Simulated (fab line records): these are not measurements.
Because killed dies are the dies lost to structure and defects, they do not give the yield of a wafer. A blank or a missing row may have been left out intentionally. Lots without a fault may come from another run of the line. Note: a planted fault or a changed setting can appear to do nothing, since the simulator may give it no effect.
Which tool was responsible? + flow berkeley_cmos170 + 15 lots with 45 wafers sampled at 6 steps, on a route of 331 steps

WHAT THE GAUGES SHOWED, per wafer
UCB170_M1_CD_MEAS_09: the cd target is 700 nm.
| lot  | measured     | on        | cd_nm (nm)        |
|------|--------------|-----------|-------------------|
| L421 | day 8 19:57  | cd_sem-02 | 702.0 701.6 701.3 |
| L426 | day 9 14:24  | cd_sem-01 | 698.9 699.3 699.2 |
| L425 | day 9 15:33  | cd_sem-02 | 699.5 699.1 698.3 |
| L429 | day 10 13:01 | cd_sem-02 | 699.3 698.8 699.5 |
| L430 | day 10 13:16 | cd_sem-01 | 699.7 700.1 699.6 |
| L432 | day 10 13:43 | cd_sem-02 | 700.1 699.3 699.5 |
| L433 | day 10 14:11 | cd_sem-01 | 699.7 699.5 699.7 |
| L428 | day 10 14:19 | cd_sem-01 | 700.2 699.5 699.5 |
| L431 | day 10 14:29 | cd_sem-02 | 698.8 698.8 699.5 |
| L438 | day 11 23:17 | cd_sem-02 | 698.8 698.7 696.7 |
| L439 | day 12 07:37 | cd_sem-02 | 701.3 702.8 702.9 |
| L440 | day 12 09:06 | cd_sem-01 | 739.9 739.8 739.9 |
| L441 | day 12 09:23 | cd_sem-01 | 739.9 741.0 740.9 |
| L442 | day 12 22:07 | cd_sem-02 | 726.3 724.9 725.7 |
| L443 | day 13 00:46 | cd_sem-01 | 699.4 701.0 699.4 |

UCB170_M1_CD_MEAS_90: the cd target is 700 nm.
| lot  | measured     | on        | cd_nm (nm)        |
|------|--------------|-----------|-------------------|
| L421 | day 8 20:23  | cd_sem-02 | 698.6 695.9 696.6 |
| L426 | day 9 14:53  | cd_sem-01 | 694.4 696.3 694.2 |
| L425 | day 9 16:07  | cd_sem-02 | 697.8 698.2 696.6 |
| L429 | day 10 13:26 | cd_sem-02 | 696.3 694.2 695.0 |
| L430 | day 10 13:42 | cd_sem-01 | 701.5 701.7 699.8 |
| L432 | day 10 14:11 | cd_sem-02 | 701.4 696.8 698.8 |
| L433 | day 10 14:37 | cd_sem-01 | 695.8 695.7 693.7 |
| L428 | day 10 14:45 | cd_sem-02 | 698.4 700.6 700.9 |
| L431 | day 10 14:57 | cd_sem-01 | 698.3 697.8 696.9 |
| L438 | day 11 23:43 | cd_sem-02 | 698.0 698.6 695.9 |
| L439 | day 12 08:04 | cd_sem-02 | 697.0 699.6 700.3 |
| L440 | day 12 09:32 | cd_sem-02 | 741.3 738.7 740.5 |
| L441 | day 12 09:49 | cd_sem-01 | 741.0 741.5 741.8 |
| L442 | day 12 22:32 | cd_sem-02 | 723.9 722.7 723.4 |
| L443 | day 13 01:22 | cd_sem-01 | 699.3 700.5 697.3 |

UCB170_V1_THK_MEAS_04.
| lot  | measured     | on            | V1_POLISHED_THK (nm) |
|------|--------------|---------------|----------------------|
| L421 | day 8 22:28  | film_metro-03 | 1002.2 1001.8 1000.8 |
| L426 | day 9 17:23  | film_metro-03 | 999.2 997.7 998.3    |
| L425 | day 9 18:42  | film_metro-04 | 999.5 998.8 1000.8   |
| L429 | day 10 15:31 | film_metro-01 | 1000.4 1002.0 1000.5 |
| L430 | day 10 16:51 | film_metro-04 | 999.8 1001.8 998.8   |
| L432 | day 10 17:09 | film_metro-01 | 1000.1 1000.4 1000.7 |
| L433 | day 10 17:27 | film_metro-03 | 1000.6 1000.8 999.7  |
| L428 | day 10 17:46 | film_metro-01 | 1000.7 1001.5 1000.7 |
| L431 | day 10 18:12 | film_metro-03 | 999.4 1000.7 999.5   |
| L438 | day 12 02:05 | film_metro-03 | 1001.9 1000.6 999.5  |
| L439 | day 12 10:08 | film_metro-04 | 997.5 999.4 997.7    |
| L440 | day 13 06:35 | film_metro-01 | 1000.5 999.5 997.3   |
| L441 | day 13 06:35 | film_metro-03 | 1000.1 1000.3 999.7  |
| L442 | day 13 06:55 | film_metro-04 | 1000.5 1000.8 999.5  |
| L443 | day 13 07:12 | film_metro-04 | 999.6 997.7 997.8    |

WHAT TOOL EACH LOT RAN ON (gives the tool, then ch and the chambers of the sampled wafers, and finally the start)
| lot  | UCB170_NSD_STRIP_09                  | UCB170_BACKSIDE_STRIP_03             | UCB170_M1_PEB_07                  |
|------|--------------------------------------|--------------------------------------|-----------------------------------|
| L421 | plasma_asher-03 ch 0,1, day 8 09:35  | plasma_asher-03 ch 0, day 8 12:17    | litho_track-04 ch 0, day 8 19:40  |
| L426 | plasma_asher-03 ch 0,1, day 9 01:28  | plasma_asher-03 ch 0,1, day 9 03:47  | litho_track-04 ch 0, day 9 14:08  |
| L425 | plasma_asher-02 ch 0,1, day 9 04:26  | plasma_asher-03 ch 0,1, day 9 05:50  | litho_track-02 ch 0, day 9 15:17  |
| L429 | plasma_asher-04 ch 0,1, day 9 23:26  | plasma_asher-01 ch 0,1, day 10 00:45 | litho_track-02 ch 0, day 10 12:44 |
| L430 | plasma_asher-02 ch 0,1, day 9 23:42  | plasma_asher-01 ch 0,1, day 10 01:08 | litho_track-02 ch 0, day 10 12:59 |
| L432 | plasma_asher-04 ch 0,1, day 9 23:47  | plasma_asher-02 ch 0,1, day 10 01:28 | litho_track-01 ch 0, day 10 13:26 |
| L433 | plasma_asher-02 ch 0,1, day 10 00:04 | plasma_asher-01 ch 0,1, day 10 01:45 | litho_track-04 ch 0, day 10 13:55 |
| L428 | plasma_asher-02 ch 0,1, day 10 00:20 | plasma_asher-03 ch 0,1, day 10 02:02 | litho_track-01 ch 0, day 10 14:03 |
| L431 | plasma_asher-02 ch 0,1, day 10 00:38 | plasma_asher-01 ch 0,1, day 10 02:30 | litho_track-02 ch 0, day 10 14:11 |
| L438 | plasma_asher-04 ch 0,1, day 11 13:14 | plasma_asher-02 ch 0,1, day 11 14:07 | litho_track-02 ch 0, day 11 22:58 |
| L439 | plasma_asher-04 ch 0,1, day 11 23:15 | plasma_asher-02 ch 0,1, day 12 00:02 | litho_track-01 ch 0, day 12 07:14 |
| L440 | plasma_asher-02 ch 0,1, day 11 23:28 | plasma_asher-01 ch 0,1, day 12 00:20 | litho_track-04 ch 0, day 12 08:50 |
| L441 | plasma_asher-03 ch 0,1, day 11 23:31 | plasma_asher-02 ch 0,1, day 12 00:29 | litho_track-04 ch 0, day 12 09:06 |
| L442 | plasma_asher-03 ch 0,1, day 12 13:04 | plasma_asher-02 ch 0,1, day 12 14:01 | litho_track-04 ch 0, day 12 21:51 |
| L443 | plasma_asher-04 ch 0,1, day 12 13:18 | plasma_asher-03 ch 0, day 12 14:10   | litho_track-02 ch 0, day 13 00:30 |
- UCB170_NSD_STRIP_09: strips in O2.
- UCB170_BACKSIDE_STRIP_03: strips in O2.
- UCB170_M1_PEB_07

AS READ BY THE TOOLS THEMSELVES (means over the sampled wafers that have a number; for cases with no such wafer, the mark the record gives instead)
UCB170_NSD_STRIP_09.
| lot  | tool            | drypump_motor_current_A (A) | oes_product_au (a.u.) | strip_time_to_endpoint_s (s) |
|------|-----------------|-----------------------------|-----------------------|------------------------------|
| L421 | plasma_asher-03 | 5.61                        | 0.535                 | 35.89                        |
| L426 | plasma_asher-03 | 5.60                        | 0.533                 | 35.85                        |
| L425 | plasma_asher-02 | 5.35                        | 0.531                 | 35.70                        |
| L429 | plasma_asher-04 | 5.76                        | 0.534                 | 35.73                        |
| L430 | plasma_asher-02 | 5.36                        | 0.536                 | 35.68                        |
| L432 | plasma_asher-04 | 5.78                        | 0.530                 | 35.77                        |
| L433 | plasma_asher-02 | 5.38                        | 0.532                 | 35.73                        |
| L428 | plasma_asher-02 | 5.38                        | 0.535                 | 35.78                        |
| L431 | plasma_asher-02 | 5.39                        | 0.534                 | 35.75                        |
| L438 | plasma_asher-04 | 5.76                        | 0.538                 | 35.77                        |
| L439 | plasma_asher-04 | 5.77                        | 0.534                 | 35.70                        |
| L440 | plasma_asher-02 | 5.38                        | 0.535                 | 35.78                        |
| L441 | plasma_asher-03 | 5.59                        | 0.534                 | 35.86                        |
| L442 | plasma_asher-03 | 5.59                        | 0.530                 | 35.84                        |
| L443 | plasma_asher-04 | 5.75                        | 0.535                 | 35.71                        |

UCB170_BACKSIDE_STRIP_03.
| lot  | tool            | drypump_motor_current_A (A) | oes_product_au (a.u.) | strip_time_to_endpoint_s (s) |
|------|-----------------|-----------------------------|-----------------------|------------------------------|
| L421 | plasma_asher-03 | 5.59                        | 0.737                 | 21.90                        |
| L426 | plasma_asher-03 | 5.60                        | 0.736                 | 21.96                        |
| L425 | plasma_asher-03 | 5.58                        | 0.737                 | 22.01                        |
| L429 | plasma_asher-01 | 5.56                        | 0.734                 | 22.04                        |
| L430 | plasma_asher-01 | 5.29                        | 0.730                 | 21.94                        |
| L432 | plasma_asher-02 | 5.38                        | 0.737                 | 21.97                        |
| L433 | plasma_asher-01 | 5.32                        | 0.736                 | 21.94                        |
| L428 | plasma_asher-03 | 5.61                        | 0.736                 | 22.02                        |
| L431 | plasma_asher-01 | 5.29                        | 0.735                 | 21.90                        |
| L438 | plasma_asher-02 | 5.39                        | 0.736                 | 21.94                        |
| L439 | plasma_asher-02 | 5.38                        | 0.739                 | 21.87                        |
| L440 | plasma_asher-01 | 5.31                        | 0.732                 | 21.92                        |
| L441 | plasma_asher-02 | 5.39                        | 0.735                 | 21.92                        |
| L442 | plasma_asher-02 | 5.37                        | 0.737                 | 21.99                        |
| L443 | plasma_asher-03 | 5.60                        | 0.732                 | 21.86                        |

UCB170_M1_PEB_07.
| lot  | tool           | heater_power_total_W (W) | plate_temp_C (C) | resist_line_temp_C (C) |
|------|----------------|--------------------------|------------------|------------------------|
| L421 | litho_track-04 | 56.84                    | 129.94           | 23.16                  |
| L426 | litho_track-04 | 56.83                    | 130.17           | 23.00                  |
| L425 | litho_track-02 | 56.77                    | 130.03           | 22.92                  |
| L429 | litho_track-02 | 56.85                    | 129.98           | 23.02                  |
| L430 | litho_track-02 | 56.80                    | 130.07           | 23.08                  |
| L432 | litho_track-01 | 56.80                    | 130.03           | 23.01                  |
| L433 | litho_track-04 | 56.83                    | 129.99           | 22.98                  |
| L428 | litho_track-01 | 56.81                    | 129.98           | 23.12                  |
| L431 | litho_track-02 | 56.84                    | 130.02           | 22.91                  |
| L438 | litho_track-02 | 56.80                    | 129.95           | 22.88                  |
| L439 | litho_track-01 | 56.82                    | 130.03           | 22.90                  |
| L440 | litho_track-04 | 54.04                    | 125.20           | 22.93                  |
| L441 | litho_track-04 | 54.02                    | 125.10           | 22.97                  |
| L442 | litho_track-04 | 54.00                    | 125.13           | 23.12                  |
| L443 | litho_track-02 | 56.82                    | 129.96           | 23.01                  |

THE ANSWER, worked out from the rows above alone
Rule: usual is defined by the lots themselves. Put in order of their means at a reading, lots are off if they are a third of the lots or fewer, leave a main group of 4 or more, and stand apart from it by a gap of 3 or more times the standard deviation of the main group's means; of several such gaps the widest counts. Not used: any main group whose means are identical at the precision the tables above print for the reading. Also off: a lot with no number at a reading for which 4 or more lots have one. All remaining lots with rows at the step are treated as sound. First the gauges in route order, then the tools' own readings, where a lot's mean is used as printed above. At the first step where some lot is off, the reading lying furthest off is the one used; lots without a number count as furthest.
Off, at UCB170_M1_CD_MEAS_09 on cd_nm: L440, L441, L442. Mean 699.8 nm and standard deviation 1.1 in the main group.
A tool fits if, at a process step before that reading, it ran every lot that is off, and no sound lot after the first of them. Not tried: the gauges at UCB170_M1_CD_MEAS_09; whatever is off there is also off at UCB170_M1_PEB_07, on other tools, and gauge error can't account for it. One fits: UCB170_M1_PEB_07 on litho_track-04. A fault onset in the window from L433 (day 10 13:55, its last sound lot) to L440 (day 12 08:50, its first lot off) fits.
The tool's own readings at UCB170_M1_PEB_07 bear it out: on the lots that are off they differ by more than 5 times the standard deviation of the sound lots' means. heater_power_total_W reads 54.02 W there against 56.82 W on the sound lots; plate_temp_C reads 125.14 C there against 130.01 C on the sound lots.

WHAT HAD BEEN PUT IN BY THE SIMULATOR
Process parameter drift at UCB170_M1_PEB_07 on litho_track-04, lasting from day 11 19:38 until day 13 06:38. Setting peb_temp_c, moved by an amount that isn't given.
Lots struck among those shown: L440, L441, L442. The same result came from the rule above.
